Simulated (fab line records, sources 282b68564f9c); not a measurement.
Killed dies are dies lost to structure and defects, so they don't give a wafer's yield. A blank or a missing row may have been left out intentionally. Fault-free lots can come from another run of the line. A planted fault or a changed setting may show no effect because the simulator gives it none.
fab line records / flow ritCmos
record lots=5 wafers=15 lastDay=6
route steps=202 shown GATE@83
lots that met no fault: from a run of the same line without faults
startH: the number of hours between the record's first day and the start of the first shown wafer of the lot / waitH: hours since the lot's step before / " repeats the value in the row above / L1.1+2: a single row standing in for several wafers / - value missing, or start not given / * or withheld: withheld / < > ~ a bound
route shown NAME@n: NAME is a module with steps in the file, n the number in the route of the first one / usual: mean/standard deviation taken from wafers without a fault / same: alike in all rows / chamber/n: place in a boat / sites: readings site by site / _std_site: the standard deviation of these / _edge_site: inner sites' mean taken away from outer sites' mean / radiusMm: for every site, how far away it sits from the centre of the wafer / mask NAME#n: copy n / behind: the tool/chamber that last shaped the wafer / hold: why the lot was held/for how many hours/how that ended / device: names the non-switching transistor (n, p or np) / end of line: at the end of the route, the tests of the same wafers / step lacking rows: just its recipe / killed: at the first sort, the dies lost to defects and structure; wafer yield is something else / map: the dies of a wafer, with x for killed, . for not killed, _ for no die there
set.NAME: the setting that was run; set.NAME@STEP: the one run at that earlier step / model.NAME: the simulator's own value behind a step, which no gauge read
lots at some steps of the route; a table a step, a row a wafer
services: when a tool's chamber went out of use (startH, in hours from the record's first day, below 0 if earlier), for how many hours, and the reason
## steps
# step RIT_GATE_THK_MEAS_07
# recipe reads=SiO2_of_GATE_OXIDATION_05
# usual GATE_OXIDE_THK=2.99/0.073
lot.wafer=L138.4 tool=filmMetro-02 chamber=- startH=68.41 waitH=0.0 GATE_OXIDE_THK[nm]=3.09
lot.wafer=L138.5 tool=filmMetro-02 chamber=- startH=68.41 waitH=0.0 GATE_OXIDE_THK[nm]=3.03
lot.wafer=L138.6 tool=filmMetro-02 chamber=- startH=68.41 waitH=0.0 GATE_OXIDE_THK[nm]=3.04
lot.wafer=L146.4 tool=filmMetro-02 chamber=- startH=103.41 waitH=0.0 GATE_OXIDE_THK[nm]=2.87
lot.wafer=L146.5 tool=filmMetro-02 chamber=- startH=103.41 waitH=0.0 GATE_OXIDE_THK[nm]=2.87
lot.wafer=L146.6 tool=filmMetro-02 chamber=- startH=103.41 waitH=0.0 GATE_OXIDE_THK[nm]=2.84
lot.wafer=L148.3 tool=filmMetro-01 chamber=- startH=114.10 waitH=0.0 GATE_OXIDE_THK[nm]=3.05
lot.wafer=L148.4 tool=filmMetro-01 chamber=- startH=114.10 waitH=0.0 GATE_OXIDE_THK[nm]=2.95
lot.wafer=L148.6 tool=filmMetro-01 chamber=- startH=114.10 waitH=0.0 GATE_OXIDE_THK[nm]=2.94
lot.wafer=L149.1 tool=filmMetro-04 chamber=- startH=119.60 waitH=0.0 GATE_OXIDE_THK[nm]=2.94
lot.wafer=L149.2 tool=filmMetro-04 chamber=- startH=119.60 waitH=0.0 GATE_OXIDE_THK[nm]=3.01
lot.wafer=L149.3 tool=filmMetro-04 chamber=- startH=119.60 waitH=0.0 GATE_OXIDE_THK[nm]=3.00
lot.wafer=L150.2 tool=filmMetro-02 chamber=- startH=124.76 waitH=0.0 GATE_OXIDE_THK[nm]=2.99
lot.wafer=L150.4 tool=filmMetro-02 chamber=- startH=124.76 waitH=0.0 GATE_OXIDE_THK[nm]=3.00
lot.wafer=L150.5 tool=filmMetro-02 chamber=- startH=124.76 waitH=0.0 GATE_OXIDE_THK[nm]=3.04
# step RIT_GATE_CVD_08
# recipe material=poly-Si targetThkNm=250 tempC=610 precursor=SiH4 timeS=2220 pressureMtorr=300 sih4FlowSccm=100
# step RIT_GATE_THK_MEAS_09
# recipe reads=poly-Si_of_GATE_CVD_08
# usual GATE_POLY_THK=250.4/2.5
lot.wafer=L138.4 tool=filmMetro-04 chamber=- startH=70.18 waitH=0.0 GATE_POLY_THK[nm]=247.4
lot.wafer=L138.5 tool=filmMetro-04 chamber=- startH=70.18 waitH=0.0 GATE_POLY_THK[nm]=249.3
lot.wafer=L138.6 tool=filmMetro-04 chamber=- startH=70.18 waitH=0.0 GATE_POLY_THK[nm]=249.2
lot.wafer=L146.4 tool=filmMetro-04 chamber=- startH=105.08 waitH=0.0 GATE_POLY_THK[nm]=256.6
lot.wafer=L146.5 tool=filmMetro-04 chamber=- startH=105.08 waitH=0.0 GATE_POLY_THK[nm]=255.5
lot.wafer=L146.6 tool=filmMetro-04 chamber=- startH=105.08 waitH=0.0 GATE_POLY_THK[nm]=256.5
lot.wafer=L148.3 tool=filmMetro-04 chamber=- startH=115.77 waitH=0.0 GATE_POLY_THK[nm]=249.5
lot.wafer=L148.4 tool=filmMetro-04 chamber=- startH=115.77 waitH=0.0 GATE_POLY_THK[nm]=250.7
lot.wafer=L148.6 tool=filmMetro-04 chamber=- startH=115.77 waitH=0.0 GATE_POLY_THK[nm]=246.3
lot.wafer=L149.1 tool=filmMetro-01 chamber=- startH=122.09 waitH=0.0 GATE_POLY_THK[nm]=249.8
lot.wafer=L149.2 tool=filmMetro-01 chamber=- startH=122.09 waitH=0.0 GATE_POLY_THK[nm]=248.8
lot.wafer=L149.3 tool=filmMetro-01 chamber=- startH=122.09 waitH=0.0 GATE_POLY_THK[nm]=250.2
lot.wafer=L150.2 tool=filmMetro-04 chamber=- startH=126.43 waitH=0.0 GATE_POLY_THK[nm]=247.6
lot.wafer=L150.4 tool=filmMetro-04 chamber=- startH=126.43 waitH=0.0 GATE_POLY_THK[nm]=247.9
lot.wafer=L150.5 tool=filmMetro-04 chamber=- startH=126.43 waitH=0.0 GATE_POLY_THK[nm]=246.4
# step RIT_GATE_HMDS_10
# recipe primeTimeS=60 primeTempC=140
# step RIT_GATE_COAT_11
# recipe resist=NOVOLAK spinRpm=4250 resistThkNm=850
# step RIT_GATE_SOFTBAKE_12
# recipe resist=NOVOLAK tempC=90 timeS=60
# step RIT_GATE_EXPOSE_13
# recipe maskId=M6 na=0.6 sourceShape=conventional sigmaOuter=0.6 targetCdNm=150 doseMj=380
# step RIT_GATE_PEB_14
# recipe resist=NOVOLAK tempC=withheld timeS=withheld
# step RIT_GATE_DEVELOP_15
# recipe resist=NOVOLAK developTimeS=50 devTempC=23
# step RIT_GATE_CD_MEAS_16
# recipe targetCdNm=150
# usual cdNm=149/3
lot.wafer=L138.4 tool=cdSem-01 chamber=- startH=71.35 waitH=- cdNm=144
lot.wafer=L138.5 tool=cdSem-01 chamber=- startH=71.35 waitH=- cdNm=146
lot.wafer=L138.6 tool=cdSem-01 chamber=- startH=71.35 waitH=- cdNm=148
lot.wafer=L146.4 tool=cdSem-01 chamber=- startH=106.16 waitH=- cdNm=154
lot.wafer=L146.5 tool=cdSem-01 chamber=- startH=106.16 waitH=- cdNm=150
lot.wafer=L146.6 tool=cdSem-01 chamber=- startH=106.16 waitH=- cdNm=152
lot.wafer=L148.3 tool=cdSem-01 chamber=- startH=116.83 waitH=- cdNm=154
lot.wafer=L148.4 tool=cdSem-01 chamber=- startH=116.83 waitH=- cdNm=154
lot.wafer=L148.6 tool=cdSem-01 chamber=- startH=116.83 waitH=- cdNm=152
lot.wafer=L149.1 tool=cdSem-01 chamber=- startH=123.00 waitH=- cdNm=148
lot.wafer=L149.2 tool=cdSem-01 chamber=- startH=123.00 waitH=- cdNm=150
lot.wafer=L149.3 tool=cdSem-01 chamber=- startH=123.00 waitH=- cdNm=150
lot.wafer=L150.2 tool=cdSem-01 chamber=- startH=127.35 waitH=- cdNm=152
lot.wafer=L150.4 tool=cdSem-01 chamber=- startH=127.35 waitH=- cdNm=152
lot.wafer=L150.5 tool=cdSem-01 chamber=- startH=127.35 waitH=- cdNm=151
# step RIT_GATE_OVL_MEAS_17
# usual GATE_OVL=0.3/1.4
lot.wafer=L138.4 tool=overlay-01 chamber=- startH=71.43 waitH=0.1 GATE_OVL[nm]=-1.0
lot.wafer=L138.5 tool=overlay-01 chamber=- startH=71.43 waitH=0.1 GATE_OVL[nm]=1.6
lot.wafer=L138.6 tool=overlay-01 chamber=- startH=71.43 waitH=0.1 GATE_OVL[nm]=-0.3
lot.wafer=L146.4 tool=overlay-01 chamber=- startH=106.23 waitH=0.1 GATE_OVL[nm]=-0.2
lot.wafer=L146.5 tool=overlay-01 chamber=- startH=106.23 waitH=0.1 GATE_OVL[nm]=-0.9
lot.wafer=L146.6 tool=overlay-01 chamber=- startH=106.23 waitH=0.1 GATE_OVL[nm]=0.8
lot.wafer=L148.3 tool=overlay-01 chamber=- startH=116.92 waitH=0.1 GATE_OVL[nm]=2.0
lot.wafer=L148.4 tool=overlay-01 chamber=- startH=116.92 waitH=0.1 GATE_OVL[nm]=1.8
lot.wafer=L148.6 tool=overlay-01 chamber=- startH=116.92 waitH=0.1 GATE_OVL[nm]=1.2
lot.wafer=L149.1 tool=overlay-01 chamber=- startH=123.12 waitH=0.1 GATE_OVL[nm]=0.7
lot.wafer=L149.2 tool=overlay-01 chamber=- startH=123.12 waitH=0.1 GATE_OVL[nm]=0.4
lot.wafer=L149.3 tool=overlay-01 chamber=- startH=123.12 waitH=0.1 GATE_OVL[nm]=2.5
lot.wafer=L150.2 tool=overlay-02 chamber=- startH=127.46 waitH=0.1 GATE_OVL[nm]=-0.3
lot.wafer=L150.4 tool=overlay-02 chamber=- startH=127.46 waitH=0.1 GATE_OVL[nm]=-0.1
lot.wafer=L150.5 tool=overlay-02 chamber=- startH=127.46 waitH=0.1 GATE_OVL[nm]=1.3
# step RIT_GATE_HARDBAKE_18
# recipe resist=NOVOLAK tempC=140 timeS=60
# step RIT_GATE_ETCH_19
# recipe chemistry=SF6/CHF3/O2 timeS=165 SF6_flow_sccm=30 CHF3_flow_sccm=30 O2_flow_sccm=5 target=poly-Si pressureMtorr=40 rfW=160 targetDepthA=3125 overEtchFrac=0.25 stopOn=SiO2
# usual CHF3_flow_sccm=30.00/0.083 chamberPressureMTorr=40.00/0.036 drypumpMotorCurrentA=5.8/0.36 oesProductAu=0.854/0.017 throttleValvePct=10.17/0.14
lot.wafer=L138.4 tool=rieSi-01 chamber=0 startH=71.72 waitH=0.1 CHF3_flow_sccm=29.94 chamberPressureMTorr=40.00 drypumpMotorCurrentA=6.0 oesProductAu=0.858 rfHoursCounterH=4 throttleValvePct=10.07 model.GATE.featureDepthNm=247.5 model.etch.depthNm=247.5 model.NOVOLAK_of_GATE_COAT_11.thkNm=677.3
lot.wafer=L138.5 tool=rieSi-01 chamber=2 startH=71.72 waitH=0.1 CHF3_flow_sccm=30.02 chamberPressureMTorr=40.02 drypumpMotorCurrentA=5.5 oesProductAu=0.824 rfHoursCounterH=- throttleValvePct=10.07 model.GATE.featureDepthNm=249.2 model.etch.depthNm=249.2 model.NOVOLAK_of_GATE_COAT_11.thkNm=681
lot.wafer=L138.6 tool=rieSi-01 chamber=3 startH=71.72 waitH=0.1 CHF3_flow_sccm=30.03 chamberPressureMTorr=40.04 drypumpMotorCurrentA=5.5 oesProductAu=0.861 rfHoursCounterH=- throttleValvePct=9.99 model.GATE.featureDepthNm=249.2 model.etch.depthNm=249.2 model.NOVOLAK_of_GATE_COAT_11.thkNm=675.1
lot.wafer=L146.4 tool=rieSi-02 chamber=1 startH=106.40 waitH=0.1 CHF3_flow_sccm=30.03 chamberPressureMTorr=40.03 drypumpMotorCurrentA=5.7 oesProductAu=0.859 rfHoursCounterH=150 throttleValvePct=10.13 model.GATE.featureDepthNm=256.7 model.etch.depthNm=256.7 model.NOVOLAK_of_GATE_COAT_11.thkNm=670.4
lot.wafer=L146.5 tool=rieSi-02 chamber=1 startH=106.40 waitH=0.1 CHF3_flow_sccm=29.95 chamberPressureMTorr=39.99 drypumpMotorCurrentA=5.7 oesProductAu=0.862 rfHoursCounterH=- throttleValvePct=10.12 model.GATE.featureDepthNm=255.8 model.etch.depthNm=255.8 model.NOVOLAK_of_GATE_COAT_11.thkNm=669.6
lot.wafer=L146.6 tool=rieSi-02 chamber=2 startH=106.40 waitH=0.1 CHF3_flow_sccm=29.94 chamberPressureMTorr=40.03 drypumpMotorCurrentA=5.5 oesProductAu=0.880 rfHoursCounterH=- throttleValvePct=10.43 model.GATE.featureDepthNm=256.7 model.etch.depthNm=256.7 model.NOVOLAK_of_GATE_COAT_11.thkNm=672
lot.wafer=L148.3 tool=rieSi-02 chamber=0 startH=117.09 waitH=0.1 CHF3_flow_sccm=29.94 chamberPressureMTorr=39.99 drypumpMotorCurrentA=5.3 oesProductAu=0.876 rfHoursCounterH=10 throttleValvePct=10.31 model.GATE.featureDepthNm=249.5 model.etch.depthNm=249.5 model.NOVOLAK_of_GATE_COAT_11.thkNm=674.6
lot.wafer=L148.4 tool=rieSi-02 chamber=2 startH=117.09 waitH=0.1 CHF3_flow_sccm=30.15 chamberPressureMTorr=40.03 drypumpMotorCurrentA=5.6 oesProductAu=0.861 rfHoursCounterH=- throttleValvePct=10.43 model.GATE.featureDepthNm=250.8 model.etch.depthNm=250.8 model.NOVOLAK_of_GATE_COAT_11.thkNm=669.8
lot.wafer=L148.6 tool=rieSi-02 chamber=3 startH=117.09 waitH=0.1 CHF3_flow_sccm=29.87 chamberPressureMTorr=39.95 drypumpMotorCurrentA=6.5 oesProductAu=0.856 rfHoursCounterH=- throttleValvePct=10.26 model.GATE.featureDepthNm=246.2 model.etch.depthNm=246.2 model.NOVOLAK_of_GATE_COAT_11.thkNm=673.1
lot.wafer=L149.1 tool=rieSi-01 chamber=1 startH=123.30 waitH=0.1 CHF3_flow_sccm=29.96 chamberPressureMTorr=40.01 drypumpMotorCurrentA=6.0 oesProductAu=0.659 rfHoursCounterH=115 throttleValvePct=10.16 model.GATE.featureDepthNm=172.7 model.etch.depthNm=172.7 model.NOVOLAK_of_GATE_COAT_11.thkNm=709.5
lot.wafer=L149.2 tool=rieSi-01 chamber=0 startH=123.30 waitH=0.1 CHF3_flow_sccm=29.91 chamberPressureMTorr=39.95 drypumpMotorCurrentA=6.0 oesProductAu=0.854 rfHoursCounterH=4 throttleValvePct=10.06 model.GATE.featureDepthNm=248.8 model.etch.depthNm=248.8 model.NOVOLAK_of_GATE_COAT_11.thkNm=678.7
lot.wafer=L149.3 tool=rieSi-01 chamber=2 startH=123.30 waitH=0.1 CHF3_flow_sccm=30.03 chamberPressureMTorr=39.95 drypumpMotorCurrentA=5.5 oesProductAu=0.820 rfHoursCounterH=48 throttleValvePct=10.08 model.GATE.featureDepthNm=250.4 model.etch.depthNm=250.4 model.NOVOLAK_of_GATE_COAT_11.thkNm=677.9
lot.wafer=L150.2 tool=rieSi-02 chamber=2 startH=127.64 waitH=0.1 CHF3_flow_sccm=29.93 chamberPressureMTorr=40.01 drypumpMotorCurrentA=5.6 oesProductAu=0.854 rfHoursCounterH=43 throttleValvePct=10.43 model.GATE.featureDepthNm=247.7 model.etch.depthNm=247.7 model.NOVOLAK_of_GATE_COAT_11.thkNm=671
lot.wafer=L150.4 tool=rieSi-02 chamber=3 startH=127.64 waitH=0.1 CHF3_flow_sccm=29.95 chamberPressureMTorr=39.96 drypumpMotorCurrentA=6.6 oesProductAu=0.862 rfHoursCounterH=- throttleValvePct=10.25 model.GATE.featureDepthNm=248 model.etch.depthNm=248 model.NOVOLAK_of_GATE_COAT_11.thkNm=672.9
lot.wafer=L150.5 tool=rieSi-02 chamber=0 startH=127.64 waitH=0.1 CHF3_flow_sccm=30.01 chamberPressureMTorr=39.90 drypumpMotorCurrentA=5.4 oesProductAu=0.877 rfHoursCounterH=- throttleValvePct=10.31 model.GATE.featureDepthNm=246.2 model.etch.depthNm=246.2 model.NOVOLAK_of_GATE_COAT_11.thkNm=671.3
# step RIT_GATE_STRIP_20
# recipe chemistry=O2 timeS=180 resist=NOVOLAK platenTempC=withheld powerW=500 pressureMtorr=4000 o2FlowSccm=4000
# usual chamberPressureMTorr=3999/3.7 drypumpMotorCurrentA=6.1/0.52
lot.wafer=L138.4 tool=plasmaAsher-03 chamber=1 startH=71.89 waitH=0.1 chamberPressureMTorr=3995 drypumpMotorCurrentA=6.2 rfHoursCounterH=-
lot.wafer=L138.5 tool=plasmaAsher-03 chamber=1 startH=71.89 waitH=0.1 chamberPressureMTorr=4005 drypumpMotorCurrentA=6.2 rfHoursCounterH=-
lot.wafer=L138.6 tool=plasmaAsher-03 chamber=0 startH=71.89 waitH=0.1 chamberPressureMTorr=3999 drypumpMotorCurrentA=6.6 rfHoursCounterH=-
lot.wafer=L146.4 tool=plasmaAsher-02 chamber=0 startH=106.57 waitH=0.1 chamberPressureMTorr=4000 drypumpMotorCurrentA=5.3 rfHoursCounterH=-
lot.wafer=L146.5 tool=plasmaAsher-02 chamber=0 startH=106.57 waitH=0.1 chamberPressureMTorr=4005 drypumpMotorCurrentA=5.3 rfHoursCounterH=-
lot.wafer=L146.6 tool=plasmaAsher-02 chamber=1 startH=106.57 waitH=0.1 chamberPressureMTorr=3998 drypumpMotorCurrentA=5.0 rfHoursCounterH=-
lot.wafer=L148.3 tool=plasmaAsher-02 chamber=1 startH=117.26 waitH=0.1 chamberPressureMTorr=4000 drypumpMotorCurrentA=5.0 rfHoursCounterH=-
lot.wafer=L148.4 tool=plasmaAsher-02 chamber=0 startH=117.26 waitH=0.1 chamberPressureMTorr=3998 drypumpMotorCurrentA=5.3 rfHoursCounterH=-
lot.wafer=L148.6 tool=plasmaAsher-02 chamber=1 startH=117.26 waitH=0.1 chamberPressureMTorr=3999 drypumpMotorCurrentA=5.0 rfHoursCounterH=-
lot.wafer=L149.1 tool=plasmaAsher-01 chamber=0 startH=123.41 waitH=0.1 chamberPressureMTorr=4001 drypumpMotorCurrentA=6.3 rfHoursCounterH=1
lot.wafer=L149.2 tool=plasmaAsher-01 chamber=1 startH=123.41 waitH=0.1 chamberPressureMTorr=4001 drypumpMotorCurrentA=6.3 rfHoursCounterH=1
lot.wafer=L149.3 tool=plasmaAsher-01 chamber=1 startH=123.41 waitH=0.1 chamberPressureMTorr=4004 drypumpMotorCurrentA=6.3 rfHoursCounterH=-
lot.wafer=L150.2 tool=plasmaAsher-03 chamber=1 startH=127.75 waitH=0.1 chamberPressureMTorr=3993 drypumpMotorCurrentA=6.2 rfHoursCounterH=48
lot.wafer=L150.4 tool=plasmaAsher-03 chamber=0 startH=127.75 waitH=0.1 chamberPressureMTorr=3999 drypumpMotorCurrentA=6.6 rfHoursCounterH=-
lot.wafer=L150.5 tool=plasmaAsher-03 chamber=0 startH=127.75 waitH=0.1 chamberPressureMTorr=4007 drypumpMotorCurrentA=6.6 rfHoursCounterH=-
## services
tool=plasmaAsher-03 chamber=- startH=53.22 hours=1.4 kind=repair
tool=rieSi-02 chamber=0 startH=68.58 hours=11.9 kind=repair
tool=rieSi-02 chamber=3 startH=70.12 hours=1.5 kind=repair
tool=rieSi-02 chamber=- startH=73.02 hours=1.6 kind=repair
tool=rieSi-02 chamber=3 startH=100.27 hours=1.2 kind=repair
tool=rieSi-02 chamber=1 startH=108.67 hours=- kind=clean
tool=rieSi-02 chamber=1 startH=108.67 hours=20.5 kind=scheduledDown
tool=rieSi-02 chamber=1 startH=108.67 hours=20.5 kind=ventCycle
tool=plasmaAsher-01 chamber=- startH=108.75 hours=9.0 kind=pm
tool=plasmaAsher-01 chamber=0 startH=108.75 hours=9.0 kind=ventCycle
tool=plasmaAsher-01 chamber=1 startH=108.75 hours=9.0 kind=ventCycle
tool=plasmaAsher-03 chamber=- startH=116.76 hours=2.8 kind=pm
tool=plasmaAsher-01 chamber=0 startH=117.75 hours=- kind=clean
tool=plasmaAsher-01 chamber=1 startH=117.75 hours=- kind=clean
## key
firstSign step=RIT_GATE_ETCH_19 reading=oesProductAu direction=down sigmas=12 usual=0.854 struck=0.659
effect none on later readings
modelEffect step=RIT_GATE_ETCH_19 value=GATE.featureDepthNm without=249.8 struck=172.7
metAt RIT_GATE_ETCH_19
struckWafers L149.1
laterRowsLeftOut L149.1
sortLeftOut L149.1
testerLeftOut L149
fault kind=processParameterDrift tool=rieSi-01 chamber=1 onsetH=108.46 steps=RIT_GATE_ETCH_19 channel=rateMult offset=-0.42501 shape=step endH=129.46
# testerLeftOut: of these lots the tester's yield and bins aren't shown, on N5 and GAA mostly nor the transistor test; their killed dies are dies lost to structure and defects alone, not to doping, threshold or leakage, so they don't give the yield
# sortLeftOut: the simulated sort isn't trusted on such a fault, so these wafers' sort isn't shown, and their yield isn't known
# laterRowsLeftOut: the simulator's readings of these wafers behind a module that went badly wrong aren't trusted and aren't shown, but for the sort
